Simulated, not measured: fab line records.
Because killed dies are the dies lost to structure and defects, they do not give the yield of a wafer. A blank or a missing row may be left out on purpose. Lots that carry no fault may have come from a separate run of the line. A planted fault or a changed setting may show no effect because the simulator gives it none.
Check for tools in common    flow rit cmos    Sample size 14 lots and 42 wafers

== WHAT PROMPTED THE OPENING ==
Of 14 lots, 2 have the reading M1_AL_RS flagged at RIT_M1_RS_MEAS_01. No-fault wafers: 0.0733 ohm/sq, standard deviation 0.00079.
Rule: a lot is flagged when every wafer of it that has a number lies more than 4 standard deviations from that mean, or none has a number. The rest of the lots are taken to be sound.

lot   measured     on             M1_AL_RS (ohm/sq), wafer by wafer  flag
L319  day 3 11:32  film metro-01  0.0726 0.0724 0.0727               
L320  day 3 17:25  film metro-01  0.0742 0.0735 0.0736               
L321  day 3 20:43  film metro-02  0.0738 0.0745 0.0741               
L322  day 4 02:52  film metro-03  0.0731 0.0739 0.0739               
L323  day 4 07:22  film metro-02  0.0730 0.0725 0.0736               
L324  day 4 12:18  film metro-01  0.0735 0.0742 0.0735               
L326  day 5 01:29  film metro-03  0.0726 0.0725 0.0725               
L328  day 5 08:59  film metro-02  0.0730 0.0725 0.0736               
L329  day 5 14:58  film metro-02  0.0735 0.0732 0.0733               
L330  day 5 17:59  film metro-03  0.0732 0.0737 0.0747               
L331  day 5 22:57  film metro-03  0.0726 0.0734 0.0736               
L334  day 6 14:28  film metro-03  0.0826 0.0820 0.0823               FLAGGED
L335  day 6 18:13  film metro-03  0.0731 0.0736 0.0721               
L336  day 6 20:52  film metro-02  0.0828 0.0832 0.0840               FLAGGED
On average the flagged lots' numbers are 0.0828 ohm/sq, which is +0.0095 ohm/sq against the usual, or +12 standard deviations.

== EACH LOT AND THE TOOL IT RAN ON ==
The record keeps 1 process step preceding the reading, out of 202 steps on the route. Cell contents, in order: the tool; ch with the chambers the sampled wafers went through; the start.
lot   flag     RIT_M1_SPUTTER_00
L319           pvd sputter-04, day 3 11:10
L320           pvd sputter-02, day 3 17:04
L321           pvd sputter-04, day 3 20:22
L322           pvd sputter-02, day 4 02:34
L323           pvd sputter-04, day 4 07:05
L324           pvd sputter-02, day 4 12:01
L326           pvd sputter-02, day 5 01:09
L328           pvd sputter-02, day 5 08:40
L329           pvd sputter-04, day 5 14:40
L330           pvd sputter-02, day 5 17:41
L331           pvd sputter-04, day 5 22:37
L334  FLAGGED  pvd sputter-02, day 6 14:10
L335           pvd sputter-01, day 6 17:53
L336  FLAGGED  pvd sputter-02, day 6 20:33
What these steps do:
- RIT_M1_SPUTTER_00: material Al, target thk 400 nm, time 500 s.
- RIT_M1_RS_MEAS_01: measures by four-point-probe.

== FLAGGED AGAINST TOTAL, ONE TOOL AT A TIME (gauges that did the reading follow at the end) ==
step               tool            lots run  flagged  share of the flagged lots  sound lots run after its first flagged lot
RIT_M1_SPUTTER_00  pvd sputter-01  1         0        none                       -
RIT_M1_SPUTTER_00  pvd sputter-02  8         2        all                        0
RIT_M1_SPUTTER_00  pvd sputter-04  5         0        none                       -
RIT_M1_RS_MEAS_01  film metro-01   3         0        none                       -
RIT_M1_RS_MEAS_01  film metro-02   5         1        some                       0
RIT_M1_RS_MEAS_01  film metro-03   6         1        some                       1 (L335)

== WHAT IS ALLOWED BY THE TABLE ==
All flagged lots share 1 row of the table, namely pvd sputter-02 at RIT_M1_SPUTTER_00.
- pvd sputter-02 at RIT_M1_SPUTTER_00 ran 8 lots, 2 of them flagged. Last sound lot L330 at day 5 17:41, first flagged lot L334 at day 6 14:10; a fault beginning in between fits.
What remains is a single tool, pvd sputter-02 at RIT_M1_SPUTTER_00.

== WHAT THE SIMULATOR HAD INSERTED ==
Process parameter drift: pvd sputter-02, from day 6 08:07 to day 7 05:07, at RIT_M1_SPUTTER_00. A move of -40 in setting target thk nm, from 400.
Struck lots among those shown: L334, L336. Same finding as the rule above.
